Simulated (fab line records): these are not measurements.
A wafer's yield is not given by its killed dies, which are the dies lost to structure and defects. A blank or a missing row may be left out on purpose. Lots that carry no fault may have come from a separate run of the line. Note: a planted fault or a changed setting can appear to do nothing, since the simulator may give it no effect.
Which tool did it? ; flow berkeleyCmos170 ; 15 lots with 45 wafers sampled at 4 steps, on a route of 331 steps

== WHAT THE GAUGES READ, wafer by wafer ==
UCB170_NWELL_THK_MEAS_02.
lot;measured;on;NWELL_OXIDE_THK (nm)
L910;day 1 20:40;filmMetro-04;26.3 26.7 26.6
L911;day 2 02:28;filmMetro-01;26.1 25.9 26.4
L912;day 2 07:47;filmMetro-04;26.0 26.6 26.2
L914;day 2 20:11;filmMetro-01;25.5 25.9 25.2
L916;day 3 04:43;filmMetro-01;26.4 26.5 26.2
L918;day 3 18:26;filmMetro-04;26.9 27.0 26.7
L919;day 3 22:22;filmMetro-02;27.1 26.6 26.6
L924;day 4 23:44;filmMetro-01;26.5 26.8 26.6
L927;day 5 13:50;filmMetro-01;25.7 26.1 25.9
L928;day 6 00:04;filmMetro-02;26.5 26.2 26.2
L929;day 6 00:07;filmMetro-01;26.0 26.0 26.6
L930;day 6 07:07;filmMetro-04;26.5 26.1 26.4
L931;day 6 12:21;filmMetro-04;26.7 26.5 26.5
L932;day 6 16:29;filmMetro-01;25.6 26.0 25.8
L933;day 6 22:11;filmMetro-04;25.8 25.6 25.3

UCB170_SCREENOX_THK_MEAS_02.
lot;measured;on;SCREENOX_OXIDE_THK (nm)
L910;day 5 03:59;filmMetro-02;15.17 15.08 15.11
L911;day 5 14:17;filmMetro-01;14.13 14.39 14.33
L912;day 5 14:18;filmMetro-02;14.31 14.28 14.43
L914;day 6 03:04;filmMetro-03;14.58 14.33 14.36
L916;day 6 12:54;filmMetro-03;14.55 14.50 14.33
L918;day 7 05:27;filmMetro-01;23.01 22.89 23.12
L919;day 7 02:20;filmMetro-01;15.18 14.79 15.01
L924;day 8 05:28;filmMetro-03;21.72 21.66 21.62
L927;day 8 18:28;filmMetro-02;22.51 22.39 22.78
L928;day 9 01:58;filmMetro-01;14.34 14.31 14.34
L929;day 9 01:58;filmMetro-03;14.68 14.79 14.66
L930;day 9 13:52;filmMetro-03;14.33 14.28 14.16
L931;day 9 13:52;filmMetro-02;14.39 14.24 14.37
L932;day 10 01:32;filmMetro-03;14.65 14.51 14.60
L933;day 10 01:32;filmMetro-02;14.47 14.48 14.63

UCB170_M3_CD_MEAS_90: target cd 700 nm.
lot;measured;on;cdNm (nm)
L910;day 7 15:55;cdSem-02;699.9 699.3 698.6
L911;day 8 03:30;cdSem-02;702.6 701.7 700.0
L912;day 8 03:18;cdSem-02;698.2 699.9 699.4
L914;day 8 12:34;cdSem-02;693.0 699.9 702.1
L916;day 9 01:40;cdSem-01;700.0 699.3 699.9
L918;day 9 12:34;cdSem-01;701.7 703.3 701.0
L919;day 9 13:30;cdSem-01;696.6 697.3 697.6
L924;day 10 13:13;cdSem-01;698.8 696.7 694.8
L927;day 11 05:36;cdSem-02;702.1 698.5 701.7
L928;day 11 09:36;cdSem-01;698.4 703.5 697.0
L929;day 11 09:29;cdSem-01;694.3 696.8 695.1
L930;day 12 00:40;cdSem-02;700.8 697.5 701.5
L931;day 12 00:13;cdSem-02;699.2 701.2 700.8
L932;day 12 15:59;cdSem-01;694.1 694.1 698.0
L933;day 12 15:35;cdSem-02;701.7 703.0 698.1

== TOOL THAT RAN EACH LOT (tool first, then ch and the chambers of the sampled wafers, then the start) ==
lot;UCB170_SCREENOX_OXIDATION_01
L910;furnace-01 ch 0, day 5 02:19
L911;furnace-03 ch 0, day 5 12:37
L912;furnace-03 ch 0, day 5 12:37
L914;furnace-01 ch 0, day 6 01:25
L916;furnace-04 ch 0, day 6 11:14
L918;furnace-01 ch 0, day 7 00:37
L919;furnace-01 ch 0, day 7 00:37
L924;furnace-04 ch 0, day 8 00:53
L927;furnace-04 ch 0, day 8 14:53 and furnace-03 ch 0, day 8 16:46
L928;furnace-04 ch 0, day 9 00:18
L929;furnace-04 ch 0, day 9 00:18
L930;furnace-03 ch 0, day 9 12:11
L931;furnace-03 ch 0, day 9 12:11
L932;furnace-03 ch 0, day 9 23:51
L933;furnace-03 ch 0, day 9 23:51
- UCB170_SCREENOX_OXIDATION_01: target thk 14.4 nm, ox time 2400 s.

== AS READ BY THE TOOLS THEMSELVES (means over the sampled wafers that have a number; for cases with no such wafer, the mark the record gives instead) ==
UCB170_SCREENOX_OXIDATION_01.
lot;tool;oxTempCMax;spikeTcCentreC (C);spikeTcLoadC (C);tubeCenterTempC (C)
L910;furnace-01;904.0;903.5;923.4;900
L911;furnace-03;905.8;902.1;927.5;900
L912;furnace-03;905.1;901.5;927.5;900
L914;furnace-01;904.9;903.3;923.6;900
L916;furnace-04;903.9;902.5;925.4;900
L918;furnace-01;904.8;903.3;924.0;900
L919;furnace-01;904.2;902.7;923.9;900
L924;furnace-04;903.4;902.9;926.5;900
L927;furnace-04/furnace-03;903.8;902.5;926.2;900
L928;furnace-04;903.6;903.1;926.7;900
L929;furnace-04;903.8;902.5;926.3;900
L930;furnace-03;905.6;901.8;927.1;900
L931;furnace-03;906.8;902.0;926.9;900
L932;furnace-03;906.1;902.4;926.3;900
L933;furnace-03;905.4;902.2;927.6;900

== THE ANSWER, worked out from the rows above alone ==
Rule: the lots themselves supply what counts as usual. The widest of any qualifying gaps counts: lots, ordered by their means at a reading, are off when they make up no more than a third of the lots, leave a main group of 4 or more, and stand apart from it by 3 or more times the standard deviation of that group's means. Not used: any main group whose means are identical at the precision the tables above print for the reading. A lot without any number at a reading at which 4 lots or more have one is off too. Any other lot the step has rows for is counted as sound. First the gauges in route order, then the tools' own readings, where a lot's mean is used as printed above. At the first step where some lot is off, the reading lying furthest off is the one used; lots without a number count as furthest.
Off: L918, L924, L927, seen at UCB170_SCREENOX_THK_MEAS_02 (SCREENOX_OXIDE_THK). The main group has a mean of 14.53 nm with a standard deviation of 0.27.
If a tool, at a process step before that reading, ran all the lots that are off and no sound lot after the first of them, it fits. The gauges at UCB170_SCREENOX_THK_MEAS_02 are tried like those tools. Of those tried, none fits.

== WHAT THE SIMULATOR HAD INSERTED ==
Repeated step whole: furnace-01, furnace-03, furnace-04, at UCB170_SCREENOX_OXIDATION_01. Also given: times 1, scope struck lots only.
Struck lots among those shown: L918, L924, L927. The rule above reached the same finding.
